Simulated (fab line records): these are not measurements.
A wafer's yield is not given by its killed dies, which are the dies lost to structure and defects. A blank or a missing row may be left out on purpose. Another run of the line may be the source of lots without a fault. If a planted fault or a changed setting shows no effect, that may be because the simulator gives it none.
Code-filled problem report in 8D (eight disciplines) form + flow rit_cmos + the parts of the form that need people (team, actions taken, sign-off) are left out

1. THE PROBLEM
Mean of wafer_temp_C_max at RIT_SILICIDE_RTA_06: 644.1 across 6 wafers in 2 lots; on wafers with no fault it is 753.2 (standard deviation 1.3). That is -84 standard deviations from the usual mean.
The step: time 10 s, ramp up 5 s, ramp down 10 s.
Seen first at day 6 09:46 on rtp_anneal-02, wafer L191.1. The record has a number at this step for 18 wafers belonging to 6 lots. The rule behind "out" and "out of limits": a value lying over 4 standard deviations away from the usual mean. The other wafers with a number count as sound.

2. WHAT THIS IS AND IS NOT
| question                    | is                     | is not                                                                   |
|-----------------------------|------------------------|--------------------------------------------------------------------------|
| which readings at this step | wafer_temp_C_max       | -                                                                        |
| which lots                  | L191, L193             | L177, L180, L196, L198                                                   |
| which wafers of those lots  | all that have a number | -                                                                        |
| read on which tools         | rtp_anneal-02          | rtp_anneal-01                                                            |
| when                        | from day 6 09:46       | up to then (6 sound wafers); but 6 sound wafers of L196, L198 came after |

3. SUSPECTS, AND WHAT RULES EACH OUT
Counting: any tool at a process step up to the reading is kept as a suspect provided that every lot that is out went through it and no sound lot did after the first of them.
- rtp_anneal-02 at RIT_SDANNEAL_RTA_03 (time 5 s): kept. All lots that are out passed through it, beginning with L191 at day 6 08:46, and no sound lot followed; its final sound lot before that point was L177 at day 3 10:49.
- rtp_anneal-01 at RIT_SILICIDE_RTA_04 (time 10 s, ramp up 5 s, ramp down 5 s): kept. All lots that are out passed through it, beginning with L191 at day 6 09:39, and no sound lot followed; its final sound lot before that point was L177 at day 3 11:41.
- rtp_anneal-02 at RIT_SILICIDE_RTA_06 (time 10 s, ramp up 5 s, ramp down 10 s): kept. All lots that are out passed through it, beginning with L191 at day 6 09:46, and no sound lot followed; its final sound lot before that point was L177 at day 3 11:48. Its own wafer_temp_C_max readings are out on those wafers.
Left after counting: rtp_anneal-02 at RIT_SDANNEAL_RTA_03, rtp_anneal-01 at RIT_SILICIDE_RTA_04, rtp_anneal-02 at RIT_SILICIDE_RTA_06.

4. THE CAUSE (what the simulator had put in)
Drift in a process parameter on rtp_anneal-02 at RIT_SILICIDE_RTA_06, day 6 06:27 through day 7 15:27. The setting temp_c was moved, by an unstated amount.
3 suspects survive the count, and this tool is in that group.

5. THE EFFECT CHAIN, in route order
One row per reading whose mean, taken over the struck wafers that have a number, lies over 3 standard deviations from the usual. Scope: only readings with a usual standard deviation given in the record; hours: median across lots of the time from each lot's start at the first step in this table that gives one to its start at this step; sigmas: change in usual standard deviations.
| hours | step                | reading          | usual | on struck wafers | change | sigmas |
|-------|---------------------|------------------|-------|------------------|--------|--------|
| 0     | RIT_SILICIDE_RTA_06 | wafer_temp_C_max | 753.2 | 644.1            | -109.1 | -84    |
It contains these process steps:
- RIT_SILICIDE_RTA_06: time 10 s, ramp up 5 s, ramp down 10 s.

6. HOW IT WOULD HAVE BEEN CAUGHT EARLIER
In this record the first reading out of limits was taken at day 6 09:46, 3 hours after the fault began at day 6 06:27.
